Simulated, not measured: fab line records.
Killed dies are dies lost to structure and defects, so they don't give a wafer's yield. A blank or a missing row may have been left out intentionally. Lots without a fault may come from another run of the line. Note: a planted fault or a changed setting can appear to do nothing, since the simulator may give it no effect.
What tool caused it?    flow rit-cmos    15 lots, 45 wafers sampled, at 5 steps of a route of 202

## WHAT THE GAUGES READ, wafer by wafer
RIT_SDANNEAL_RS_MEAS_04: a four-point-probe measurement. Usual: PSD_RS gives 116.00 ohm/sq (standard deviation 0.29).
lot   measured     on             PSD_RS (ohm/sq)       flag
L872  day 3 12:34  film-metro-02  115.91 115.75 115.67  
L873  day 3 13:05  film-metro-04  116.34 116.31 116.33  
L874  day 3 14:53  film-metro-02  116.20 115.59 115.74  
L875  day 4 01:38  film-metro-04  116.11 115.37 115.81  
L878  day 4 15:16  film-metro-02  115.73 115.80 115.78  
L879  day 4 18:16  film-metro-03  96.68 96.46 96.51     OFF
L881  day 5 05:56  film-metro-02  96.07 96.19 96.49     OFF
L882  day 5 09:52  film-metro-02  116.24 116.48 115.89  
L883  day 5 10:16  film-metro-04  96.54 96.42 96.35     OFF
L884  day 5 19:22  film-metro-02  115.51 115.81 115.69  
L890  day 7 15:00  film-metro-02  115.84 115.79 116.08  
L893  day 8 04:47  film-metro-03  116.39 116.41 116.37  
L892  day 8 05:13  film-metro-02  115.87 116.29 115.62  
L894  day 8 13:31  film-metro-03  116.46 116.57 116.36  
L895  day 8 19:49  film-metro-04  116.00 115.68 115.98  

RIT_SDANNEAL_RS_MEAS_05: a four-point-probe measurement. Usual: NSD_RS gives 84.52 ohm/sq (standard deviation 0.29).
lot   measured     on             NSD_RS (ohm/sq)    flag
L872  day 3 12:41  film-metro-02  84.38 84.15 84.27  
L873  day 3 13:13  film-metro-04  84.40 84.37 84.44  
L874  day 3 15:01  film-metro-02  84.90 84.42 84.28  
L875  day 4 01:45  film-metro-04  84.61 84.52 84.71  
L878  day 4 15:23  film-metro-02  84.22 84.70 84.27  
L879  day 4 18:23  film-metro-03  83.37 83.24 83.33  OFF
L881  day 5 06:03  film-metro-02  83.42 83.45 83.15  OFF
L882  day 5 09:59  film-metro-02  84.39 84.55 84.36  
L883  day 5 10:23  film-metro-04  83.58 83.63 83.40  OFF
L884  day 5 19:29  film-metro-02  84.72 84.34 84.64  
L890  day 7 15:07  film-metro-02  84.25 84.28 84.38  
L893  day 8 04:55  film-metro-03  85.22 84.95 84.88  
L892  day 8 05:20  film-metro-02  83.90 84.43 83.82  
L894  day 8 13:38  film-metro-03  84.32 84.44 84.78  
L895  day 8 19:56  film-metro-04  84.67 84.74 84.95  

RIT_SDANNEAL_RS_MEAS_06: a four-point-probe measurement. Usual: PLDD_RS gives 178.8 ohm/sq (standard deviation 0.48).
lot   measured     on             PLDD_RS (ohm/sq)   flag
L872  day 3 12:48  film-metro-02  179.1 178.5 178.4  
L873  day 3 13:20  film-metro-04  179.2 179.4 179.6  
L874  day 3 15:08  film-metro-02  178.6 178.6 178.7  
L875  day 4 01:52  film-metro-04  178.4 177.8 177.5  
L878  day 4 15:30  film-metro-02  178.7 178.5 178.8  
L879  day 4 18:31  film-metro-03  162.3 162.1 162.4  OFF
L881  day 5 06:10  film-metro-02  160.9 161.8 160.9  OFF
L882  day 5 10:06  film-metro-02  179.1 178.8 179.0  
L883  day 5 10:30  film-metro-04  162.1 161.7 161.5  OFF
L884  day 5 19:37  film-metro-02  179.4 179.5 179.5  
L890  day 7 15:14  film-metro-02  178.3 178.3 178.7  
L893  day 8 05:02  film-metro-03  178.8 179.5 179.1  
L892  day 8 05:28  film-metro-02  178.6 178.8 178.3  
L894  day 8 13:46  film-metro-03  179.0 179.1 178.9  
L895  day 8 20:04  film-metro-04  177.9 178.2 178.1  

RIT_SDANNEAL_RS_MEAS_07: a four-point-probe measurement. Usual: NLDD_RS gives 151.7 ohm/sq (standard deviation 0.54).
lot   measured     on             NLDD_RS (ohm/sq)   flag
L872  day 3 12:55  film-metro-02  150.0 151.3 150.8  
L873  day 3 13:27  film-metro-04  151.6 151.5 151.8  
L874  day 3 15:15  film-metro-02  150.6 151.3 150.6  
L875  day 4 01:59  film-metro-04  152.5 151.8 152.6  
L878  day 4 15:37  film-metro-02  152.8 152.9 152.3  
L879  day 4 18:38  film-metro-03  150.4 150.3 150.6  
L881  day 5 06:17  film-metro-02  149.9 149.8 150.3  OFF
L882  day 5 10:13  film-metro-02  152.2 151.9 152.3  
L883  day 5 10:37  film-metro-04  150.3 150.6 149.9  
L884  day 5 19:44  film-metro-02  152.1 152.0 152.3  
L890  day 7 15:22  film-metro-02  152.1 152.1 151.8  
L893  day 8 05:09  film-metro-03  150.8 151.4 151.6  
L892  day 8 05:35  film-metro-02  152.2 152.1 151.7  
L894  day 8 13:53  film-metro-03  151.9 151.9 153.0  
L895  day 8 20:11  film-metro-04  151.4 151.4 151.3  

## EACH LOT AND THE TOOL THAT RAN IT (in order: tool; ch and the chambers of the sampled wafers; start)
lot   RIT_SDANNEAL_RTA_03
L872  rtp-anneal-01 ch 0, day 3 12:30
L873  rtp-anneal-02 ch 0, day 3 13:01
L874  rtp-anneal-01 ch 0, day 3 14:49
L875  rtp-anneal-02 ch 0, day 4 01:34
L878  rtp-anneal-01 ch 0, day 4 15:11
L879  rtp-anneal-02 ch 0, day 4 18:13
L881  rtp-anneal-02 ch 0, day 5 05:52
L882  rtp-anneal-01 ch 0, day 5 09:47
L883  rtp-anneal-02 ch 0, day 5 10:11
L884  rtp-anneal-01 ch 0, day 5 19:17
L890  rtp-anneal-01 ch 0, day 7 14:56
L893  rtp-anneal-01 ch 0, day 8 04:43
L892  rtp-anneal-02 ch 0, day 8 05:10
L894  rtp-anneal-01 ch 0, day 8 13:27
L895  rtp-anneal-02 ch 0, day 8 19:46
- RIT_SDANNEAL_RTA_03: time 5 s.

## AS READ BY THE TOOLS THEMSELVES (means over the sampled wafers that have a number; for cases with no such wafer, the mark the record gives instead)
RIT_SDANNEAL_RTA_03. Usual: wafer_temp_C_max 1053.6, standard deviation 1.1.
lot   tool           wafer_temp_C_max  flag
L872  rtp-anneal-01  1053.6            
L873  rtp-anneal-02  1054.0            
L874  rtp-anneal-01  1054.0            
L875  rtp-anneal-02  1053.3            
L878  rtp-anneal-01  1052.8            
L879  rtp-anneal-02  1053.9            
L881  rtp-anneal-02  1052.9            
L882  rtp-anneal-01  1053.6            
L883  rtp-anneal-02  1052.0            
L884  rtp-anneal-01  1054.1            
L890  rtp-anneal-01  1052.8            
L893  rtp-anneal-01  1053.2            
L892  rtp-anneal-02  1054.7            
L894  rtp-anneal-01  1054.6            
L895  rtp-anneal-02  1053.7            

## THE ANSWER, worked out from the rows above alone
Rule: a lot counts as off when the mean over its wafers that have a number is more than 3 standard deviations away from the usual mean. Also off: a lot with no number at a reading for which 4 or more lots have one. The other lots that the step has rows for count as sound. Order of review: gauges by route order, followed by the tools' own readings, for which a lot's mean as printed above is used. At the first step where some lot is off, the reading lying furthest off is the one used; lots without a number count as furthest.
Off: at RIT_SDANNEAL_RS_MEAS_04 (PSD_RS), L879, L881, L883.
A tool fits if, at a process step before that reading, it ran every lot that is off, and no sound lot after the first of them. Gauges at RIT_SDANNEAL_RS_MEAS_04: tried the same way as those tools. Not one of the candidates tried fits.

## WHAT HAD BEEN PUT IN BY THE SIMULATOR
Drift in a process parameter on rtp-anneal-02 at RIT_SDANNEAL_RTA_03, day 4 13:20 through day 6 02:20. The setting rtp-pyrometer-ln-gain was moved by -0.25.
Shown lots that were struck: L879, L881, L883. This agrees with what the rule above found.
